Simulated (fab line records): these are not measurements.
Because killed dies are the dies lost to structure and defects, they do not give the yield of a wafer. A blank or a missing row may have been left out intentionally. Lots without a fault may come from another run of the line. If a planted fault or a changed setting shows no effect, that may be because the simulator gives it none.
fab line records | flow berkeley-cmos170
[record] lots = 5 wafers = 15 last-day = 12
route steps=331 shown SPACER@171 PSD@175
lots that met no fault: taken from a fault-free run of the same line
start-h: hours from the record's first day to the start of the lot's first wafer shown | wait-h: hours elapsed since this lot's preceding step | " as in the row above | L1.1+2: one row covering several wafers at once | - no value present, or no start provided | * or withheld: withheld | < > ~ a bound
route shown NAME@n: a module of which the file shows steps, and the number in the route of the first | usual: mean/standard deviation of fault-free wafers | same: alike in all rows | chamber/n: place in a boat | sites: readings site by site | _std_site: the values' standard deviation | _edge_site: outer sites' mean less inner sites' | radius-mm: for every site, how far away it sits from the centre of the wafer | mask NAME#n: copy n | behind: tool/chamber where the wafer was last shaped | hold: the reason the lot was held/the length of the hold in hours/how it ended | device: the transistor (n, p or np) that didn't switch | end of line: the same wafers' tests at the end of the route | a step with no rows: only its recipe | killed: at the first sort, the dies lost to defects and structure; wafer yield is something else | map: dies across one wafer; x = killed, . = not, _ = none there
set.NAME: the setting as run; set.NAME@STEP: as run at that earlier step | model.NAME: the simulator's own value behind a step, which no gauge read
lots at selected steps of the route; one table per step, one row per wafer
services: a tool's chamber out of use, with start hour (start-h, from the record's first day; less than 0 if before it), hours out, and reason
[[steps]]
[step UCB170_SPACER_CVD_00]
[recipe] material = SiO2 target-thk-nm = 376 temp-c = 390 precursor = TEOS/O2 time-s = 47 rf-w = 550 pressure-mtorr = 9000
[usual] heater-power-w = 266/51
// columns lot.wafer tool chamber start-h wait-h heater-power-w
L075.3 pecvd-01 0 163.13 0.0 301
L075.4 " 2 " " 288
L075.5 " 1 " " 292
L080.2 pecvd-03 1 190.82 0.0 221
L080.3 " 2 " " 383
L080.5 " 0 " " 260
L084.1 pecvd-03 0 198.39 0.0 235
L084.2 " 1 " " 219
L084.5 " 1 " " 229
L091.2 pecvd-01 0 241.57 0.0 308
L091.3 " 2 " " 281
L091.6 " 0 " " 214
L096.4 pecvd-03 2 252.92 0.0 325
L096.5 " 0 " " 270
L096.6 " 1 " " 172
[step UCB170_SPACER_THK_MEAS_01]
[recipe] reads = SiO2_of_SPACER_CVD_00
[usual] SPACER_TEOS_THK = 377/5.4
// columns lot.wafer tool chamber start-h wait-h SPACER_TEOS_THK[nm]
L075.3 film-metro-03 - 163.19 0.0 378
L075.4 " - " " 380
L075.5 " - " " 376
L080.2 film-metro-02 - 190.87 0.0 376
L080.3 " - " " 373
L080.5 " - " " 381
L084.1 film-metro-03 - 198.43 0.0 372
L084.2 " - " " 370
L084.5 " - " " 378
L091.2 film-metro-02 - 241.62 0.0 380
L091.3 " - " " 375
L091.6 " - " " 382
L096.4 film-metro-02 - 253.02 0.1 386
L096.5 " - " " 376
L096.6 " - " " 377
[step UCB170_SPACER_ANNEAL_02]
[recipe] temp-c = 900 time-s = 1800 ambient = N2
[usual] spike-tc-source-C = 922.9/1.1
// columns lot.wafer tool chamber start-h wait-h spike-tc-source-C
L075.3 furnace-04 0 165.76 2.6 925.6
L075.4 " 0 " " 922.2
L075.5 " 0 " " 923.2
L080.2 furnace-04 0 194.58 3.7 922.3
L080.3 " 0 " " 925.1
L080.5 " 0 " " 923.9
L084.1 furnace-04 0 202.08 3.6 922.9
L084.2 " 0 " " 922.9
L084.5 " 0 " " 922.5
L091.2 furnace-02 0 246.33 4.7 925.5
L091.3 " 0 " " 924.6
L091.6 " 0 " " 922.8
L096.4 furnace-01 0 257.55 4.5 924.2
L096.5 " 0 " " 921.8
L096.6 " 0 " " 922.5
[step UCB170_SPACER_ETCHBACK_03]
[recipe] stop-on = Si target = SiO2 chemistry = CHF3/CF4/Ar CHF3_flow_sccm = 50 cf4-flow-sccm = 10 Ar_flow_sccm = 120 pressure-mtorr = 200 rf-w = 500 target-depth-a = 3760 time-s = 100
[usual] drypump-motor-current-A = 5.62/0.26 mfc-ar-sccm = 120.0/0.35 oes-product-au = 0.908/0.016 throttle-valve-pct = 6.45/0.16
// columns lot.wafer tool chamber start-h wait-h drypump-motor-current-A mfc-ar-sccm oes-product-au rf-hours-counter-h throttle-valve-pct
L075.3 rie-diel-01 2 167.26 0.0 6.05 120.0 0.912 78 6.51
L075.4 " 0 " " 5.58 119.4 0.912 109 6.73
L075.5 " 0 " " 5.55 119.5 0.907 - 6.74
L080.2 rie-diel-02 1 196.08 0.0 5.87 119.7 0.889 86 6.42
L080.3 " 0 " " 5.60 120.1 0.895 141 6.44
L080.5 " 0 " " 5.63 120.1 0.905 - 6.45
L084.1 rie-diel-02 3 203.58 0.0 5.94 119.8 0.900 137 6.44
L084.2 " 1 " " 5.88 120.0 0.878 87 6.42
L084.5 " 0 " " 5.64 120.6 0.897 - 6.45
L091.2 rie-diel-02 1 247.83 0.0 5.90 120.7 0.896 89 6.43
L091.3 " 3 " " 5.92 119.5 0.896 139 6.44
L091.6 " 3 " " 5.91 119.4 0.915 - 6.44
L096.4 rie-diel-01 1 259.05 0.0 5.20 119.6 0.929 9 6.30
L096.5 " 1 " " 5.18 119.8 0.905 - 6.31
L096.6 " 0 " " 5.56 120.4 0.912 - 6.72
[step UCB170_PSD_HMDS_00]
[recipe] prime-time-s = 60 prime-temp-c = 100
[same] prime-time-s = 60
// columns lot.wafer tool chamber start-h wait-h
L075.3+4+5 litho-track-03 0 167.95 0.7
L080.2+3+5 litho-track-03 0 196.37 0.2
L084.1+2+5 litho-track-03 0 203.73 0.1
L091.2+3+6 litho-track-04 0 247.93 0.1
L096.4+5+6 litho-track-03 0 259.20 0.1
[step UCB170_PSD_COAT_01]
[recipe] resist = KrF spin-rpm = 1500 resist-thk-nm = 900
// columns lot.wafer tool chamber start-h wait-h
L075.3+4+5 litho-track-03 0 168.10 0.1
L080.2+3+5 litho-track-03 0 196.52 0.1
L084.1+2+5 litho-track-03 0 203.88 0.1
L091.2+3+6 litho-track-04 0 248.08 0.1
L096.4+5+6 litho-track-03 0 259.35 0.1
[step UCB170_PSD_SOFTBAKE_02]
[recipe] resist = KrF temp-c = 130 time-s = 60
// columns lot.wafer tool chamber start-h wait-h
L075.3+4+5 litho-track-03 0 168.25 0.1
L080.2+3+5 litho-track-03 0 196.67 0.1
L084.1+2+5 litho-track-03 0 204.03 0.1
L091.2+3+6 litho-track-04 0 248.23 0.1
L096.4+5+6 litho-track-03 0 259.50 0.1
[[services]]
// columns tool chamber start-h hours kind
furnace-04 - 148.41 3.5 pm
rie-diel-01 - 154.24 5.6 repair
furnace-04 - 168.59 3.6 pm
furnace-01 - 170.94 3.6 pm
pecvd-03 1 172.37 5.1 repair
pecvd-01 - 202.99 0.5 repair
rie-diel-01 0 213.30 2.4 repair
furnace-02 - 214.27 7.2 repair
furnace-02 - 221.52 3.5 pm
rie-diel-02 0 224.40 - clean
rie-diel-02 0 224.40 23.6 scheduled-down
rie-diel-02 0 224.40 23.6 vent-cycle
pecvd-01 - 242.50 14.0 pm
pecvd-01 0 242.50 14.0 vent-cycle
pecvd-01 1 242.50 14.0 vent-cycle
pecvd-01 2 242.50 14.0 vent-cycle
rie-diel-02 3 248.81 - clean
rie-diel-02 3 248.81 17.5 scheduled-down
rie-diel-02 3 248.81 17.5 vent-cycle
pecvd-01 0 256.50 - clean
pecvd-01 1 256.50 - clean
pecvd-01 2 256.50 - clean
[[key]]
fault none
